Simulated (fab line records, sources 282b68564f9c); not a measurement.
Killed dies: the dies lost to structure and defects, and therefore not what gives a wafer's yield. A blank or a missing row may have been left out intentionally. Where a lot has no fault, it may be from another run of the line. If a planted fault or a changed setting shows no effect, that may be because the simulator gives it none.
fab line records	flow rit_cmos	part 2 of 2: steps 31 to 44 of 44
[record] lots = 5	wafers = 15	last_day = 7
route steps=202 shown ACTIVE@12 FOX1@20 FOX2@23 NWELL@28 PWELL@39 WELLDRIVE@50 NRETRO@53
lots untouched by any fault: they come from a run of this same line in which no faults occurred
start_h: the number of hours between the record's first day and the start of the first shown wafer of the lot	wait_h: hours since the lot's step before	" same as the row above	L1.1+2: one row covering several wafers at once	- no value, or no start was given	* or withheld: withheld	< > ~ a bound
route shown NAME@n: NAME is a module with steps in the file, n the number in the route of the first one	usual: mean and standard deviation over wafers with no fault	same: alike in all rows	chamber/n: place in a boat	sites: the reading at each site	_std_site: their standard deviation	_edge_site: the outer-site mean with the inner-site mean subtracted	radius_mm: how far each site lies from the wafer's centre	mask NAME#n: copy n	behind: the last tool/chamber to shape the wafer	hold: the reason the lot was held/the length of the hold in hours/how it ended	device: names the non-switching transistor (n, p or np)	end of line: the tests these same wafers got at the end of their route	step lacking rows: just its recipe	killed: dies lost to structure and defects at the first sort, not the wafer's yield	map: per-die view of a wafer (x killed, . not killed, _ where there is no die)
set.NAME: setting as actually run; set.NAME@STEP: the setting as run at that earlier step	model.NAME: the simulator's own value behind a step, which no gauge read
lots seen at some steps along the route; tables by step, rows by wafer
services: the hour from which a tool's chamber was out of use, counted from the record's first day as start_h (under 0 if before that day), plus the number of hours and why
[[steps]]
[step RIT_PWELL_EXPOSE_03]
[recipe] mask_id = M3	na = 0.57	target_cd_nm = 43700	dose_mj = 250
[usual] focus_offset_nm = 0.0/0.46
lot.wafer	tool	chamber	start_h	wait_h	mask	focus_offset_nm
L076.3	iline_stepper-01	0	35.22	0.2	M3#0	0.3
L076.5	"	0	"	"	M3#0	0.2
L076.6	"	0	"	"	M3#0	-0.3
L083.1	iline_stepper-01	0	68.95	0.2	M3#0	0.4
L083.2	"	0	"	"	M3#0	-1.2
L083.4	"	0	"	"	M3#0	0.2
L090.1	iline_stepper-01	0	104.17	0.1	M3#0	0.1
L090.2	"	0	"	"	M3#0	0.0
L090.3	"	0	"	"	M3#0	0.2
L092.1	iline_stepper-01	0	113.57	0.1	M3#0	0.5
L092.5	"	0	"	"	M3#0	0.3
L092.6	"	0	"	"	M3#0	0.1
L096.2	iline_stepper-01	0	133.59	0.2	M3#0	-0.8
L096.5	"	0	"	"	M3#0	-0.9
L096.6	"	0	"	"	M3#0	-0.7
[step RIT_PWELL_PEB_04]
[recipe] resist = NOVOLAK	temp_c = withheld	time_s = withheld
lot.wafer	tool	chamber	start_h	wait_h
L076.3+5+6	litho_track-03	0	35.35	0.1
L083.1+2+4	litho_track-04	0	69.07	0.1
L090.1+2+3	litho_track-02	0	104.29	0.1
L092.1+5+6	litho_track-02	0	113.68	0.1
L096.2+5+6	litho_track-03	0	133.71	0.1
[step RIT_PWELL_DEVELOP_05]
[recipe] resist = NOVOLAK	develop_time_s = 68	dev_temp_c = 23
lot.wafer	tool	chamber	start_h	wait_h
L076.3+5+6	litho_track-03	0	-	-
L083.1+2+4	litho_track-04	0	-	-
L090.1+2+3	litho_track-02	0	-	-
L092.1+5+6	litho_track-02	0	-	-
L096.2+5+6	litho_track-03	0	-	-
[step RIT_PWELL_OVL_MEAS_06]
[usual] PWELL_OVL = -0.1/1.4
lot.wafer	tool	chamber	start_h	wait_h	PWELL_OVL[nm]
L076.3	overlay-01	-	35.63	-	-1.0
L076.5	"	-	"	"	-0.3
L076.6	"	-	"	"	-1.0
L083.1	overlay-02	-	69.38	-	1.4
L083.2	"	-	"	"	-1.2
L083.4	"	-	"	"	1.8
L090.1	overlay-01	-	104.60	-	-2.1
L090.2	"	-	"	"	0.3
L090.3	"	-	"	"	-2.5
L092.1	overlay-01	-	114.00	-	-0.4
L092.5	"	-	"	"	-0.2
L092.6	"	-	"	"	0.0
L096.2	overlay-02	-	134.01	-	0.8
L096.5	"	-	"	"	-0.4
L096.6	"	-	"	"	1.2
[step RIT_PWELL_HARDBAKE_07]
[recipe] resist = NOVOLAK	temp_c = 140	time_s = 120
lot.wafer	tool	chamber	start_h	wait_h
L076.3+5+6	litho_track-02	0	35.73	0.1
L083.1+2+4	litho_track-03	0	69.42	0.0
L090.1+2+3	litho_track-04	0	104.64	0.0
L092.1+5+6	litho_track-04	0	114.03	0.0
L096.2+5+6	litho_track-04	0	134.08	0.1
[step RIT_PWELL_IMPLANT_08]
[recipe] species = B	energy_kev = 170	dose_cm2 = 7e+13	tilt_deg = 7
[usual] tilt_deg = 7.002/0.02
lot.wafer	tool	chamber	start_h	wait_h	tilt_deg
L076.3	implanter-02	0	35.95	0.2	7.005
L076.5	"	0	"	"	6.986
L076.6	"	0	"	"	7.013
L083.1	implanter-02	0	69.67	0.2	7.002
L083.2	"	0	"	"	6.994
L083.4	"	0	"	"	6.975
L090.1	implanter-03	0	104.89	0.2	7.009
L090.2	"	0	"	"	7.005
L090.3	"	0	"	"	7.012
L092.1	implanter-03	0	114.28	0.2	7.009
L092.5	"	0	"	"	6.999
L092.6	"	0	"	"	7.006
L096.2	implanter-01	0	134.31	0.2	7.019
L096.5	"	0	"	"	7.009
L096.6	"	0	"	"	7.035
[step RIT_PWELL_STRIP_09]
[recipe] chemistry = O2	time_s = 180	resist = NOVOLAK	platen_temp_c = withheld	power_w = 500	pressure_mtorr = 4000	o2_flow_sccm = 4000
[usual] drypump_motor_current_A = 5.66/0.27
lot.wafer	tool	chamber	start_h	wait_h	drypump_motor_current_A	rf_hours_counter_h
L076.3	plasma_asher-04	0	36.11	0.1	5.23	-
L076.5	"	1	"	"	5.77	-
L076.6	"	0	"	"	5.27	-
L083.1	plasma_asher-03	0	69.82	0.1	5.37	43
L083.2	"	1	"	"	5.74	43
L083.4	"	0	"	"	5.38	-
L090.1	plasma_asher-03	0	105.04	0.1	5.40	46
L090.2	"	1	"	"	5.74	46
L090.3	"	1	"	"	5.73	-
L092.1	plasma_asher-02	0	114.43	0.1	5.80	32
L092.5	"	0	"	"	5.79	-
L092.6	"	1	"	"	6.05	-
L096.2	plasma_asher-02	0	134.44	0.1	5.76	35
L096.5	"	1	"	"	6.01	-
L096.6	"	0	"	"	5.78	-
[step RIT_PWELL_TW_MEAS_10]
[usual] PWELL_TW = 949/6.5
lot.wafer	tool	chamber	start_h	wait_h	PWELL_TW
L076.3	film_metro-01	-	36.25	0.1	945
L076.5	"	-	"	"	941
L076.6	"	-	"	"	946
L083.1	film_metro-03	-	69.99	0.1	945
L083.2	"	-	"	"	945
L083.4	"	-	"	"	948
L090.1	film_metro-01	-	105.22	0.1	946
L090.2	"	-	"	"	947
L090.3	"	-	"	"	944
L092.1	film_metro-04	-	114.61	0.1	957
L092.5	"	-	"	"	950
L092.6	"	-	"	"	952
L096.2	film_metro-01	-	134.62	0.1	941
L096.5	"	-	"	"	948
L096.6	"	-	"	"	948
[step RIT_WELLDRIVE_ANNEAL_00]
[recipe] temp_c = 1100	time_s = 14700	ambient = N2
[usual] spike_tc_load_C = 1127.7/1.8
lot.wafer	tool	chamber	start_h	wait_h	spike_tc_load_C
L076.3	furnace-01	0	39.66	3.4	1124.5
L076.5	"	0	"	"	1125.5
L076.6	"	0	"	"	1125.8
L083.1	furnace-01	0	74.19	4.2	1125.9
L083.2	"	0	"	"	1125.6
L083.4	"	0	"	"	1126.7
L090.1	furnace-03	0	106.14	0.9	1128.5
L090.2	"	0	"	"	1129.1
L090.3	"	0	"	"	1129.8
L092.1	furnace-03	0	115.18	0.6	1131.3
L092.5	"	0	"	"	1129.0
L092.6	"	0	"	"	1128.6
L096.2	furnace-01	0	135.02	0.4	1124.9
L096.5	"	0	"	"	1125.3
L096.6	"	0	"	"	1126.2
[step RIT_WELLDRIVE_RS_MEAS_01]
[recipe] thk_meas_gauge = four-point-probe
[usual] NWELL_RS = 275.8/0.85
lot.wafer	tool	chamber	start_h	wait_h	NWELL_RS[ohm/sq]
L076.3	film_metro-04	-	44.79	0.0	275.5
L076.5	"	-	"	"	275.7
L076.6	"	-	"	"	275.3
L083.1	film_metro-04	-	79.27	0.0	277.2
L083.2	"	-	"	"	276.6
L083.4	"	-	"	"	275.4
L090.1	film_metro-01	-	111.22	0.0	276.6
L090.2	"	-	"	"	275.9
L090.3	"	-	"	"	276.9
L092.1	film_metro-04	-	120.26	0.0	275.7
L092.5	"	-	"	"	275.3
L092.6	"	-	"	"	276.7
L096.2	film_metro-04	-	140.13	0.0	276.3
L096.5	"	-	"	"	276.0
L096.6	"	-	"	"	275.8
[step RIT_WELLDRIVE_RS_MEAS_02]
[recipe] thk_meas_gauge = four-point-probe
[usual] PWELL_RS = 430.4/1.3
lot.wafer	tool	chamber	start_h	wait_h	PWELL_RS[ohm/sq]
L076.3	film_metro-04	-	44.91	0.1	428.4
L076.5	"	-	"	"	428.4
L076.6	"	-	"	"	428.6
L083.1	film_metro-04	-	79.39	0.1	430.9
L083.2	"	-	"	"	431.8
L083.4	"	-	"	"	431.2
L090.1	film_metro-01	-	111.34	0.1	432.7
L090.2	"	-	"	"	430.3
L090.3	"	-	"	"	430.2
L092.1	film_metro-04	-	120.38	0.1	430.7
L092.5	"	-	"	"	429.7
L092.6	"	-	"	"	430.6
L096.2	film_metro-04	-	140.25	0.1	429.8
L096.5	"	-	"	"	430.0
L096.6	"	-	"	"	430.2
[step RIT_NRETRO_HMDS_00]
[recipe] prime_time_s = 60	prime_temp_c = 140
lot.wafer	tool	chamber	start_h	wait_h
L076.3+5+6	litho_track-02	0	45.04	0.1
L083.1+2+4	litho_track-02	0	79.51	0.1
L090.1+2+3	litho_track-04	0	111.64	0.3
L092.1+5+6	litho_track-04	0	120.50	0.1
L096.2+5+6	litho_track-02	0	140.37	0.1
[step RIT_NRETRO_COAT_01]
[recipe] resist = NOVOLAK	spin_rpm = 2000	resist_thk_nm = 1300
lot.wafer	tool	chamber	start_h	wait_h
L076.3+5+6	litho_track-02	0	45.19	0.1
L083.1+2+4	litho_track-02	0	79.66	0.1
L090.1+2+3	litho_track-04	0	111.79	0.1
L092.1+5+6	litho_track-04	0	120.65	0.1
L096.2+5+6	litho_track-02	0	140.52	0.1
[step RIT_NRETRO_SOFTBAKE_02]
[recipe] resist = NOVOLAK	temp_c = 90	time_s = 60
lot.wafer	tool	chamber	start_h	wait_h
L076.3+5+6	litho_track-02	0	45.34	0.1
L083.1+2+4	litho_track-02	0	79.81	0.1
L090.1+2+3	litho_track-04	0	111.94	0.1
L092.1+5+6	litho_track-04	0	120.80	0.1
L096.2+5+6	litho_track-02	0	140.67	0.1
[[services]]
tool	chamber	start_h	hours	kind
furnace-03	-	4.94	4.8	pm
wet_bench-02	-	14.09	2.3	repair
rie_diel-04	2	15.08	7.3	repair
rie_diel-02	-	26.79	1.1	repair
implanter-01	-	27.14	1.3	repair
plasma_asher-01	-	31.07	15.6	pm
rie_diel-04	0	31.66	4.8	repair
implanter-03	-	50.66	3.6	pm
implanter-02	-	57.82	3.9	pm
plasma_asher-02	-	58.08	9.8	repair
furnace-03	-	65.29	9.2	pm
plasma_asher-02	-	67.84	9.9	pm
rie_diel-02	2	71.91	6.0	repair
iline_stepper-01	-	75.03	0.8	repair
implanter-03	-	77.11	3.3	repair
plasma_asher-04	-	94.35	2.1	repair
plasma_asher-04	-	100.74	0.8	repair
rie_diel-03	0	101.25	13.4	repair
plasma_asher-03	-	108.75	9.0	pm
plasma_asher-03	0	108.75	9.0	vent_cycle
plasma_asher-03	1	108.75	9.0	vent_cycle
rie_diel-02	2	119.83	2.5	repair
furnace-01	-	131.19	3.8	pm
iline_stepper-02	-	137.05	6.8	repair
